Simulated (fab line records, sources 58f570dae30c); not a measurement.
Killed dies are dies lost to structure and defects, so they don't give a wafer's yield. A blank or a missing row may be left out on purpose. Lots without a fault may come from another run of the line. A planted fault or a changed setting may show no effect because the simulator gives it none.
Which tool did it? | flow berkeley_cmos170 | 14 lots, 42 wafers sampled, at 6 steps of a route of 331

WHAT THE GAUGES READ, wafer by wafer
UCB170_GATE_THK_MEAS_02.
lot  | measured     | on            | GATE_OXIDE_THK (nm)
L968 | day 6 08:42  | film_metro-02 | 6.47 6.28 6.39
L969 | day 7 07:57  | film_metro-01 | 6.45 6.40 6.45
L971 | day 8 03:38  | film_metro-02 | 6.49 6.61 6.65
L973 | day 8 03:38  | film_metro-01 | 6.45 6.51 6.47
L970 | day 8 03:41  | film_metro-03 | 6.58 6.61 6.51
L972 | day 8 04:43  | film_metro-01 | 6.85 6.80 6.79
L974 | day 8 11:48  | film_metro-01 | 6.60 6.62 6.63
L975 | day 8 11:48  | film_metro-03 | 6.93 6.77 6.84
L976 | day 8 11:49  | film_metro-02 | 6.83 6.93 6.80
L978 | day 8 19:35  | film_metro-01 | 6.43 6.37 6.33
L985 | day 10 08:28 | film_metro-01 | 6.30 6.34 6.33
L989 | day 11 00:00 | film_metro-01 | 6.61 6.61 6.64
L987 | day 11 00:02 | film_metro-01 | 6.45 6.65 6.51
L991 | day 11 14:56 | film_metro-03 | 6.50 6.59 6.58

UCB170_SPACER_THK_MEAS_01.
lot  | measured     | on            | SPACER_TEOS_THK (nm)
L968 | day 6 22:43  | film_metro-02 | 373 368 375
L969 | day 8 02:31  | film_metro-02 | 375 376 382
L971 | day 8 17:17  | film_metro-04 | 366 376 374
L973 | day 8 17:20  | film_metro-04 | 379 385 384
L970 | day 8 17:16  | film_metro-01 | 378 377 388
L972 | day 8 17:17  | film_metro-02 | 381 378 376
L974 | day 9 00:34  | film_metro-02 | 369 369 379
L975 | day 8 23:34  | film_metro-04 | 376 369 372
L976 | day 9 00:19  | film_metro-01 | 379 381 383
L978 | day 9 12:06  | film_metro-04 | 378 372 377
L985 | day 10 22:34 | film_metro-04 | 568 559 577
L989 | day 11 13:10 | film_metro-01 | 371 375 374
L987 | day 11 17:38 | film_metro-04 | 548 565 567
L991 | day 12 05:41 | film_metro-02 | 375 367 378

UCB170_PSD_TW_MEAS_10.
lot  | measured     | on            | PSD_TW
L968 | day 7 05:30  | film_metro-02 | 2292 2285 2288
L969 | day 8 08:01  | film_metro-03 | 2307 2302 2314
L971 | day 8 23:59  | film_metro-02 | 2314 2295 2294
L973 | day 8 23:59  | film_metro-04 | 2294 2293 2305
L970 | day 9 00:16  | film_metro-02 | 2306 2294 2298
L972 | day 9 00:28  | film_metro-03 | 2312 2310 2307
L974 | day 9 06:53  | film_metro-04 | 2295 2320 2294
L975 | day 9 06:43  | film_metro-02 | 2303 2295 2309
L976 | day 9 06:37  | film_metro-03 | 2314 2288 2300
L978 | day 9 18:49  | film_metro-04 | 2308 2302 2315
L989 | day 11 22:43 | film_metro-03 | 2309 2310 2318
L991 | day 12 19:19 | film_metro-04 | 2305 2311 2311

WHICH TOOL RAN EACH LOT (tool, then ch and the chambers of the sampled wafers, then the start)
lot  | UCB170_PLDD_STRIP_10                 | UCB170_SPACER_CVD_00            | UCB170_SPACER_ETCHBACK_03
L968 | plasma_asher-04 ch 0,1, day 6 18:49  | pecvd-03 ch 0,2, day 6 22:40    | rie_diel-04 ch 0,1,3, day 7 03:05
L969 | plasma_asher-01 ch 0,1, day 7 21:44  | pecvd-02 ch 0,1, day 8 02:28    | rie_diel-03 ch 0,1, day 8 06:13
L971 | plasma_asher-03 ch 0,1, day 8 12:37  | pecvd-03 ch 0,1,2, day 8 17:14  | rie_diel-02 ch 0,2,3, day 8 22:19
L973 | plasma_asher-03 ch 0,1, day 8 13:19  | pecvd-03 ch 0,1,2, day 8 17:16  | rie_diel-03 ch 0,1,2, day 8 22:19
L970 | plasma_asher-01 ch 0,1, day 8 12:53  | pecvd-02 ch 1,2, day 8 17:14    | rie_diel-04 ch 1,2,3, day 8 22:19
L972 | plasma_asher-04 ch 0,1, day 8 13:10  | pecvd-01 ch 0,1,2, day 8 17:14  | rie_diel-02 ch 0,1,3, day 8 22:23
L974 | plasma_asher-03 ch 0,1, day 8 21:59  | pecvd-03 ch 0,1, day 9 00:31    | rie_diel-04 ch 0,1,3, day 9 04:44
L975 | plasma_asher-04 ch 0,1, day 8 21:26  | pecvd-01 ch 0,1,2, day 8 23:31  | rie_diel-02 ch 0,1, day 9 04:44
L976 | plasma_asher-01 ch 0,1, day 8 21:31  | pecvd-02 ch 0,1,2, day 9 00:16  | rie_diel-03 ch 1,2,3, day 9 04:44
L978 | plasma_asher-01 ch 0,1, day 9 05:19  | pecvd-03 ch 0,1, day 9 12:02    | rie_diel-02 ch 0,1,2, day 9 16:59
L985 | plasma_asher-03 ch 0,1, day 10 20:23 | pecvd-01 ch 1,2, day 10 22:31   | rie_diel-04 ch 0,2, day 11 02:59
L989 | plasma_asher-03 ch 0,1, day 11 11:04 | pecvd-03 ch 1,2, day 11 13:05   | rie_diel-03 ch 0,1,3, day 11 20:36
L987 | plasma_asher-04 ch 0,1, day 11 12:02 | pecvd-01 ch 1,2, day 11 17:33   | rie_diel-03 ch 0,1,2, day 11 20:40
L991 | plasma_asher-01 ch 0,1, day 12 02:50 | pecvd-02 ch 0,1,2, day 12 05:38 | rie_diel-03 ch 1,3, day 12 17:59
- UCB170_PLDD_STRIP_10: strips in O2.
- UCB170_SPACER_CVD_00: deposits SiO2 from TEOS/O2, target thk 376 nm, time 47 s.
- UCB170_SPACER_ETCHBACK_03: etches SiO2 in CHF3/CF4/Ar, stops on Si, target depth 376 nm, time 100 s.

WHAT THE TOOLS THEMSELVES READ (means of the sampled wafers that have a number; where no wafer has one, the mark that the record gives instead)
UCB170_PLDD_STRIP_10.
lot  | tool            | drypump_motor_current_A (A) | oes_product_au (a.u.) | strip_time_to_endpoint_s (s)
L968 | plasma_asher-04 | 5.77                        | 0.737                 | 21.58
L969 | plasma_asher-01 | 5.67                        | 0.735                 | 21.64
L971 | plasma_asher-03 | 5.62                        | 0.736                 | 21.61
L973 | plasma_asher-03 | 5.57                        | 0.733                 | 21.72
L970 | plasma_asher-01 | 5.66                        | 0.739                 | 21.72
L972 | plasma_asher-04 | 5.75                        | 0.727                 | 21.74
L974 | plasma_asher-03 | 5.62                        | 0.736                 | 21.60
L975 | plasma_asher-04 | 5.74                        | 0.735                 | 21.68
L976 | plasma_asher-01 | 5.68                        | 0.729                 | 21.57
L978 | plasma_asher-01 | 5.66                        | 0.730                 | 21.68
L985 | plasma_asher-03 | 5.56                        | 0.730                 | 21.62
L989 | plasma_asher-03 | 5.63                        | 0.736                 | 21.57
L987 | plasma_asher-04 | 5.74                        | 0.734                 | 21.65
L991 | plasma_asher-01 | 5.68                        | 0.736                 | 21.60

UCB170_SPACER_CVD_00.
lot  | tool     | heater_power_w (W)
L968 | pecvd-03 | 387
L969 | pecvd-02 | 217
L971 | pecvd-03 | 308
L973 | pecvd-03 | 307
L970 | pecvd-02 | 237
L972 | pecvd-01 | 276
L974 | pecvd-03 | 275
L975 | pecvd-01 | 290
L976 | pecvd-02 | 260
L978 | pecvd-03 | 257
L985 | pecvd-01 | 226
L989 | pecvd-03 | 270
L987 | pecvd-01 | 228
L991 | pecvd-02 | 287

UCB170_SPACER_ETCHBACK_03.
lot  | tool        | drypump_motor_current_A (A) | oes_product_au (a.u.) | throttle_valve_pct (%)
L968 | rie_diel-04 | 5.5                         | 0.898                 | 6.42
L969 | rie_diel-03 | 5.5                         | 0.906                 | 6.61
L971 | rie_diel-02 | 5.6                         | 0.889                 | 6.37
L973 | rie_diel-03 | 5.7                         | 0.913                 | 6.61
L970 | rie_diel-04 | 5.6                         | 0.914                 | 6.42
L972 | rie_diel-02 | 5.6                         | 0.907                 | 6.35
L974 | rie_diel-04 | 5.5                         | 0.901                 | 6.44
L975 | rie_diel-02 | 5.3                         | 0.904                 | 6.33
L976 | rie_diel-03 | 5.9                         | 0.914                 | 6.60
L978 | rie_diel-02 | 5.3                         | 0.913                 | 6.35
L985 | rie_diel-04 | 5.7                         | 1.003                 | 6.29
L989 | rie_diel-03 | 5.6                         | 0.894                 | 6.53
L987 | rie_diel-03 | 5.7                         | 1.005                 | 6.61
L991 | rie_diel-03 | 5.8                         | 0.900                 | 6.53

THE ANSWER, worked out from the rows above alone
Rule: what is usual is taken from the lots themselves. Put in order of their means at a reading, lots are off if they are a third of the lots or fewer, leave a main group of 4 or more, and stand apart from it by a gap of 3 or more times the standard deviation of the main group's means; of several such gaps the widest counts. A main group whose means are all the same, to the digits that the tables above print for the reading, isn't used. A lot without any number at a reading at which 4 lots or more have one is off too. The other lots that the step has rows for count as sound. The gauges are gone through in route order, then the tools' own readings, and for those a lot's mean is taken as printed above. The first step at which some lot is off is used, and at that step the reading that is off furthest; a lot without a number counts as furthest.
Off: L985, L987, at UCB170_SPACER_THK_MEAS_01 (SPACER_TEOS_THK). The main group: mean 376 nm, standard deviation 3.8.
A tool fits if, at a process step before that reading, it ran every lot that is off, and no sound lot after the first of them. The gauges at UCB170_SPACER_THK_MEAS_01 aren't tried: what is off there is off at UCB170_SPACER_ETCHBACK_03 too, on other tools, and a gauge's error can't cause that. One fits: pecvd-01 at UCB170_SPACER_CVD_00. Its last sound lot is L975 (day 8 23:31), its first lot that is off L985 (day 10 22:31): a fault that began between those two fits.

WHAT THE SIMULATOR HAD PUT IN
Process parameter drift: pecvd-01, from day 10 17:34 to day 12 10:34, at UCB170_SPACER_CVD_00. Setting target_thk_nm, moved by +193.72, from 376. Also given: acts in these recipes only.
Lots struck among those shown: L985, L987. The rule above found the same.
